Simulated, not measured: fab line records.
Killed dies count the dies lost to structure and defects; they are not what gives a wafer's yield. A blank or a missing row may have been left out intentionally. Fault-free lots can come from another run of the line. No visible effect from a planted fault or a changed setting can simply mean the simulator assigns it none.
Which of the tools did it? | flow berkeley cmos170 | 14 lots with 42 wafers sampled at 5 steps, on a route of 331 steps

## WHAT THE GAUGES SHOWED, per wafer
UCB170_ACTIVE_CD_MEAS_13: target cd 1200 nm. Usual: cd nm reads 1200.2 nm (standard deviation 1.4).
lot  | measured    | on        | cd nm (nm)           | flag
L108 | day 4 09:06 | cd sem-02 | 1200.9 1199.9 1200.4 |
L109 | day 4 14:34 | cd sem-01 | 1199.8 1199.8 1201.0 |
L111 | day 4 14:47 | cd sem-02 | 1202.2 1202.4 1202.6 |
L112 | day 5 06:25 | cd sem-01 | 1201.2 1199.9 1203.2 |
L114 | day 5 23:21 | cd sem-02 | 1197.6 1198.4 1198.3 |
L117 | day 6 02:49 | cd sem-02 | 1201.6 1199.7 1198.8 |
L115 | day 6 03:00 | cd sem-01 | 1203.2 1202.5 1202.5 |
L118 | day 6 11:49 | cd sem-01 | 1199.9 1200.1 1200.1 |
L123 | day 7 15:55 | cd sem-01 | 1201.0 1198.9 1199.8 |
L125 | day 7 22:05 | cd sem-02 | 1198.9 1199.6 1198.8 |
L127 | day 8 02:26 | cd sem-02 | 1200.6 1200.4 1200.7 |
L126 | day 8 02:36 | cd sem-01 | 1202.5 1202.1 1200.3 |
L129 | day 8 18:46 | cd sem-02 | 1201.4 1201.1 1201.0 |
L130 | day 9 08:18 | cd sem-01 | 1200.7 1200.0 1200.4 |

UCB170_SILICIDE_RS_MEAS_02: a four-point-probe measurement. Usual: SILICIDE_TI_RS gives 26.1 ohm/sq (standard deviation 0.34).
lot  | measured     | on            | SILICIDE_TI_RS (ohm/sq) | flag
L108 | day 7 05:47  | film metro-02 | 26.0 26.2 26.2          |
L109 | day 7 06:28  | film metro-03 | 26.5 26.8 26.8          |
L111 | day 7 05:36  | film metro-02 | 26.4 26.3 26.1          |
L112 | day 7 17:54  | film metro-02 | 25.8 25.2 25.6          |
L114 | day 8 23:23  | film metro-02 | - - -                   | OFF
L117 | day 9 00:40  | film metro-02 | 25.3 25.1 25.1          |
L115 | day 8 23:08  | film metro-01 | 25.9 26.1 25.8          |
L118 | day 8 23:52  | film metro-02 | - - -                   | OFF
L123 | day 10 03:11 | film metro-02 | 26.2 26.2 26.2          |
L125 | day 10 14:17 | film metro-02 | 25.9 25.9 26.0          |
L127 | day 10 14:51 | film metro-03 | 26.4 26.4 26.5          |
L126 | day 10 14:06 | film metro-02 | 25.9 25.3 25.7          |
L129 | day 11 13:31 | film metro-02 | 26.1 26.2 26.3          |
L130 | day 12 01:54 | film metro-03 | 26.4 26.1 25.9          |

UCB170_SILICIDE_THK_MEAS_03: measures by xrf. Usual: SILICIDE_TI_THK gives 30.0 nm (standard deviation 0.37).
lot  | measured     | on            | SILICIDE_TI_THK (nm) | flag
L108 | day 7 05:54  | film metro-02 | 30.2 30.1 30.0       |
L109 | day 7 06:35  | film metro-03 | 29.5 29.2 29.1       |
L111 | day 7 05:43  | film metro-02 | 29.8 30.1 29.9       |
L112 | day 7 18:01  | film metro-02 | 30.3 31.1 30.4       |
L114 | day 8 23:31  | film metro-02 | <0.0 <0.0 <0.0       | OFF
L117 | day 9 00:47  | film metro-02 | 30.8 31.1 31.0       |
L115 | day 8 23:14  | film metro-01 | 30.3 30.1 30.3       |
L118 | day 8 23:59  | film metro-02 | <0.0 <0.0 <0.0       | OFF
L123 | day 10 03:18 | film metro-02 | 30.0 29.9 29.8       |
L125 | day 10 14:23 | film metro-02 | 30.2 30.2 30.1       |
L127 | day 10 14:58 | film metro-03 | 29.6 29.8 29.6       |
L126 | day 10 14:13 | film metro-02 | 30.5 30.8 30.4       |
L129 | day 11 13:38 | film metro-02 | 30.2 29.9 29.9       |
L130 | day 12 02:00 | film metro-03 | 29.8 30.2 30.3       |

## EACH LOT AND THE TOOL THAT RAN IT (in order: tool; ch and the chambers of the sampled wafers; start)
lot  | UCB170_ACTIVE_ETCH_15             | UCB170_SILICIDE_SPUTTER_01
L108 | rie diel-01 ch 0,1, day 4 09:16   | pvd sputter-03, day 7 05:42
L109 | rie diel-01 ch 0,1,3, day 4 14:43 | pvd sputter-01, day 7 06:26
L111 | rie diel-02 ch 0,2,3, day 4 14:56 | pvd sputter-04, day 7 05:32
L112 | rie diel-03 ch 0,2,3, day 5 06:33 | pvd sputter-04, day 7 17:51
L114 | rie diel-01 ch 0,1,3, day 5 23:31 | pvd sputter-03, day 8 23:22
L117 | rie diel-03 ch 0,2, day 6 02:59   | pvd sputter-04, day 9 00:38
L115 | rie diel-02 ch 0,1,3, day 6 03:11 | pvd sputter-04, day 8 23:03
L118 | rie diel-03 ch 1,2,3, day 6 11:58 | pvd sputter-01, day 8 23:49
L123 | rie diel-03 ch 0,3, day 7 16:03   | pvd sputter-01, day 10 03:08
L125 | rie diel-01 ch 0,1,3, day 7 22:13 | pvd sputter-03, day 10 14:14
L127 | rie diel-03 ch 0,3, day 8 02:35   | pvd sputter-03, day 10 14:48
L126 | rie diel-02 ch 0,1,2, day 8 02:44 | pvd sputter-04, day 10 14:03
L129 | rie diel-02 ch 0,1,3, day 8 18:56 | pvd sputter-01, day 11 13:29
L130 | rie diel-01 ch 1,3, day 9 08:25   | pvd sputter-03, day 12 01:50
- UCB170_ACTIVE_ETCH_15: etches Si3N4 in CH3F/Ar/O2, stops on SiO2, target depth 242 nm, time 151 s.
- UCB170_SILICIDE_SPUTTER_01: material Ti, target thk 30 nm, time 25 s.

## WHAT THE TOOLS THEMSELVES READ (means of the sampled wafers that have a number; where no wafer has one, the mark that the record gives instead)
UCB170_ACTIVE_ETCH_15. Usual: drypump motor current A 5.6 A, standard deviation 0.39; oes product au 0.937 a.u., standard deviation 0.012; throttle valve pct 8.03 %, standard deviation 0.11.
lot  | tool        | drypump motor current A (A) | oes product au (a.u.) | throttle valve pct (%) | flag
L108 | rie diel-01 | 5.1                         | 0.941                 | 7.96                   |
L109 | rie diel-01 | 5.3                         | 0.937                 | 8.03                   |
L111 | rie diel-02 | 5.7                         | 0.929                 | 8.01                   |
L112 | rie diel-03 | 5.4                         | 0.932                 | 8.00                   |
L114 | rie diel-01 | 5.2                         | 0.949                 | 8.02                   |
L117 | rie diel-03 | 5.6                         | 0.934                 | 8.00                   |
L115 | rie diel-02 | 5.8                         | 0.935                 | 8.06                   |
L118 | rie diel-03 | 5.7                         | 0.930                 | 8.02                   |
L123 | rie diel-03 | 5.2                         | 0.924                 | 7.97                   |
L125 | rie diel-01 | 5.2                         | 0.941                 | 8.02                   |
L127 | rie diel-03 | 5.2                         | 0.941                 | 7.98                   |
L126 | rie diel-02 | 5.7                         | 0.947                 | 7.99                   |
L129 | rie diel-02 | 5.8                         | 0.931                 | 8.06                   |
L130 | rie diel-01 | 5.7                         | 0.944                 | 8.14                   |

UCB170_SILICIDE_SPUTTER_01. Usual: cathode dc power W 1500.0 W, standard deviation 0.27; chamber pressure pa 0.4999 Pa, standard deviation 0.001; throttle valve pct 30.1 %, standard deviation 1.1.
lot  | tool           | cathode dc power W (W) | chamber pressure pa (Pa) | throttle valve pct (%) | flag
L108 | pvd sputter-03 | 1500.0                 | 0.5003                   | 30.0                   |
L109 | pvd sputter-01 | 1500.1                 | 0.4991                   | 31.0                   |
L111 | pvd sputter-04 | 1500.0                 | 0.4995                   | 29.7                   |
L112 | pvd sputter-04 | 1500.3                 | 0.5005                   | 29.8                   |
L114 | pvd sputter-03 | -                      | -                        | -                      | OFF
L117 | pvd sputter-04 | 1500.1                 | 0.4995                   | 29.9                   |
L115 | pvd sputter-04 | 1499.4                 | 0.4999                   | 30.2                   |
L118 | pvd sputter-01 | -                      | -                        | -                      | OFF
L123 | pvd sputter-01 | 1499.8                 | 0.5010                   | 30.5                   |
L125 | pvd sputter-03 | 1499.8                 | 0.5006                   | 29.9                   |
L127 | pvd sputter-03 | 1499.8                 | 0.5008                   | 30.0                   |
L126 | pvd sputter-04 | 1499.9                 | 0.4990                   | 30.0                   |
L129 | pvd sputter-01 | 1499.9                 | 0.5014                   | 30.4                   |
L130 | pvd sputter-03 | 1499.9                 | 0.4994                   | 30.5                   |

## THE ANSWER, worked out from the rows above alone
Rule: a lot is off if the mean of its wafers that have a number lies more than 3 standard deviations from the usual mean. Also off: a lot with no number at a reading for which 4 or more lots have one. Any other lot the step has rows for is counted as sound. First the gauges in route order, then the tools' own readings, where a lot's mean is used as printed above. At the first step where some lot is off, the reading lying furthest off is the one used; lots without a number count as furthest.
Off: at UCB170_SILICIDE_RS_MEAS_02 (SILICIDE_TI_RS), L114, L118. Without a number there: L114, L118.
A tool fits if, at a process step before that reading, it ran every lot that is off, and no sound lot after the first of them. Not tried: the gauges at UCB170_SILICIDE_RS_MEAS_02; whatever is off there is also off at UCB170_SILICIDE_SPUTTER_01, on other tools, and gauge error can't account for it. Of those tried, none fits.

## WHAT WAS PUT IN BY THE SIMULATOR
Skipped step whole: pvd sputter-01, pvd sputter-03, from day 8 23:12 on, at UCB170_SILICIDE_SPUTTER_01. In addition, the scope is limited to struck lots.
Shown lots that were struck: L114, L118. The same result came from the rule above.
